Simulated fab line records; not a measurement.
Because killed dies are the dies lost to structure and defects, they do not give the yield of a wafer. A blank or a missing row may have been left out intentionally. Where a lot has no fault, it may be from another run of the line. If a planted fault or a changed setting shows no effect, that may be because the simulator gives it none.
A struck lot beside a sound one || flow rit-cmos || 28 steps out of a route of 202
Sound: these wafers, L842.2, L842.5, L842.6. Struck: wafers L855.2, L855.4, L855.5. The cause is named last.
For every step that has rows: the tool of each side, followed by ch and its chambers, followed by its first start. Under that, the readings that differ: sound wafers || struck wafers || difference of the means || sigmas: that difference in standard deviations of wafers without a fault.
alike: same words and numbers on both sides, and readings whose means sit less than 2 such deviations apart. not compared: any withheld reading, any reading some wafer has no value for, any bound like >300 that may hide the same value, and any number with overlapping values for which the record gives no deviation.
Wherever a step has rows on one side only, a row that says differs or no value, or a row with sigmas, the two part there. When numbers do not overlap yet have no deviation, they are printed without sigmas and do not part them. Lack of a reading on every wafer of one side parts them only where that side has two or more wafers.

RIT_ACTIVE_BOW_MEAS_00:
  sound: film-metro-02 at day 2 01:01; struck: film-metro-02 at day 4 18:01
  alike: INCOMING_BOW
RIT_ACTIVE_OXIDATION_01: target thk 46.8 nm, ox time 3360 s.
  sound on furnace-03 ch 0, day 2 01:07; struck on furnace-03 ch 0, day 4 19:36
{"reading": "spike-tc-centre-C (C)", "sound": "1004.3 1003.7 1004.6", "struck": "981.8 980.9 980.8", "difference": -23.0, "sigmas": -23}
{"reading": "spike-tc-load-C (C)", "sound": "1023 1024 1026", "struck": "1002 1002 1001", "difference": -23, "sigmas": -6}
{"reading": "spike-tc-source-C (C)", "sound": "1027.3 1026.5 1027.4", "struck": "1004.6 1004.2 1004.2", "difference": -22.7, "sigmas": -10}
{"reading": "tube-center-temp-C (C)", "sound": "999.95 999.82 1000.1", "struck": "976.67 976.66 976.86", "difference": -23.23, "sigmas": "-99 or more"}
{"reading": "tube_center_temp_C_max", "sound": "1002.2 1002.5 1003.8", "struck": "979.1 979.1 978.8", "difference": -23.8, "sigmas": -54}
{"reading": "model.SiO2_of_ACTIVE_OXIDATION_01.thk-nm (nm)", "sound": "45.8 45.74 45.53", "struck": "37.53 37.13 37.45", "difference": -8.32, "sigmas": ""}
RIT_ACTIVE_THK_MEAS_02:
  sound: film-metro-02 at day 2 03:04; struck: film-metro-04 at day 4 21:32
{"reading": "ACTIVE_OXIDE_THK (nm)", "sound": "45.8 45.8 45.6", "struck": "37.5 37.1 37.4", "difference": -8.4, "sigmas": -11}
then, 1 step without rows for these wafers: RIT_ACTIVE_CVD_03 (deposits Si3N4 from SiH2Cl2/NH3, target thk 150 nm, time 1500 s).
RIT_ACTIVE_THK_MEAS_04:
  sound: film-metro-03 at day 2 04:52; struck: film-metro-03 at day 4 23:01
  alike: ACTIVE_NITRIDE_THK
then, 6 steps without rows for these wafers: RIT_ACTIVE_HMDS_05 (prime time 60 s); RIT_ACTIVE_COAT_06 (resist thk 1000 nm); RIT_ACTIVE_SOFTBAKE_07 (time 60 s); RIT_ACTIVE_EXPOSE_08 (exposes mask M1, target cd 1400 nm); RIT_ACTIVE_PEB_09; RIT_ACTIVE_DEVELOP_10 (develop time 48.72 s).
RIT_ACTIVE_CD_MEAS_11 targets a cd of 1400 nm.
  sound: cd-sem-01 at day 2 05:55; struck: cd-sem-02 at day 5 00:04
  alike: cd-nm
then, 1 step without rows for these wafers: RIT_ACTIVE_HARDBAKE_12 (time 60 s).
RIT_ACTIVE_ETCH_13: etches Si3N4 in SF6, stops on SiO2, time 210 s, target depth 210 nm.
  sound on rie-diel-01 ch 1,2, day 2 06:10; struck on rie-diel-02 ch 0,1,2, day 5 00:19
{"reading": "drypump-motor-current-A (A)", "sound": "5.0 5.0 5.8", "struck": "6.6 6.5 6.6", "difference": "+1.3", "sigmas": "+2"}
  alike: SF6_flow_sccm, oes-product-au, throttle-valve-pct
  not compared: rf-hours-counter-h
RIT_ACTIVE_STRIP_14: strips in O2, time 180 s.
  sound on plasma-asher-02 ch 0,1, day 2 06:17; struck on plasma-asher-02 ch 0,1, day 5 00:27
  alike: drypump-motor-current-A
  not compared: rf-hours-counter-h
RIT_ACTIVE_CD_MEAS_90 targets a cd of 1400 nm.
  sound: cd-sem-01 at day 2 06:29; struck: cd-sem-02 at day 5 00:38
  alike: cd-nm
then, 4 steps without rows for these wafers: RIT_ACTIVE_CLEAN_15 (cleans in SC1, time 600 s); RIT_ACTIVE_CLEAN_16 (cleans in dHF, time 30 s); RIT_ACTIVE_CLEAN_17 (cleans in SC2, time 600 s); RIT_FOX1_OXIDATION_00 (target thk 350.7 nm, ox time 1130 s).
RIT_FOX1_THK_MEAS_01:
  sound: film-metro-04 at day 2 09:04; struck: film-metro-01 at day 5 02:26
  alike: FOX1_OXIDE_THK
then, 2 steps without rows for these wafers: RIT_FOX1_WET_ETCH_02 (etches SiO2 in BOE, target depth 350 nm, time 390 s); RIT_FOX2_OXIDATION_00 (target thk 350.7 nm, ox time 1130 s).
RIT_FOX2_THK_MEAS_01:
  sound: film-metro-01 at day 2 10:33; struck: film-metro-01 at day 5 04:22
{"reading": "FOX2_OXIDE_THK (nm)", "sound": "340 336 340", "struck": "359 361 358", "difference": "+21", "sigmas": "+3"}
then, 1 step without rows for these wafers: RIT_FOX2_CLEAN_02 (cleans in dHF, time 180 s).
RIT_FOX2_WET_ETCH_03: etches Si3N4 in H3PO4, target depth 195 nm, time 2624 s.
  sound on wet-bench-02 ch 2, day 2 10:40; struck on wet-bench-01 ch 0, day 5 04:29
{"reading": "model.SiO2_of_ACTIVE_OXIDATION_01.thk-nm (nm)", "sound": "40.93 40.89 40.69", "struck": "33.04 33.05 33.44", "difference": -7.66, "sigmas": ""}
RIT_FOX2_THK_MEAS_90:
  sound: film-metro-03 at day 2 11:26; struck: film-metro-03 at day 5 05:15
{"reading": "FIELD_OXIDE_LEFT_1_THK (nm)", "sound": "313 309 313", "struck": "332 335 331", "difference": "+21", "sigmas": "+3"}
RIT_M1_PROBE_99:
  sound: prober-01 at day 4 00:05; struck: prober-02 at day 6 18:28
{"reading": "model.etest.nldd.width-nm (nm)", "sound": "3194 3207 3192", "struck": "3283 3278 3256", "difference": "+75", "sigmas": ""}
{"reading": "model.etest.pldd.width-nm (nm)", "sound": "3197 3226 3197", "struck": "3270 3274 3281", "difference": "+68", "sigmas": ""}
{"reading": "model.etest.nplus-sal.width-nm (nm)", "sound": "3472 3477 3488", "struck": "3502 3508 3498", "difference": "+24", "sigmas": ""}
{"reading": "model.etest.pplus-sal.width-nm (nm)", "sound": "3452 3477 3482", "struck": "3501 3503 3520", "difference": "+38", "sigmas": ""}
{"reading": "model.etest.nmos-narrow.drive-ua-um", "sound": "222.2 229.9 226", "struck": "247.9 246.9 251.7", "difference": "+22.8", "sigmas": ""}
{"reading": "model.etest.pmos-narrow.drive-ua-um", "sound": "99.74 102.4 100.7", "struck": "110 111.4 115.6", "difference": "+11", "sigmas": ""}
{"reading": "model.etest.cap-n-gate.c-min-ff-um2", "sound": "2.379 2.375 2.377", "struck": "2.366 2.348 2.359", "difference": -0.019, "sigmas": ""}
  alike: killed-at-contacts, killed-at-front-end, killed-dies, killed-open, killed-short
  not compared: model.etest.iso-nwell-nwell.lateral-log10-a-um

## WHERE THEY PART
Last at RIT_FOX2_THK_MEAS_90 as far as this record goes, first at RIT_ACTIVE_OXIDATION_01. Later steps at which nothing parts them and some readings are alike: RIT_M1_PROBE_99.

WHY: what had been put in by the simulator
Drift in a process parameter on furnace-03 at RIT_ACTIVE_OXIDATION_01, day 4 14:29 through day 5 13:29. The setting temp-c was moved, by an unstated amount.
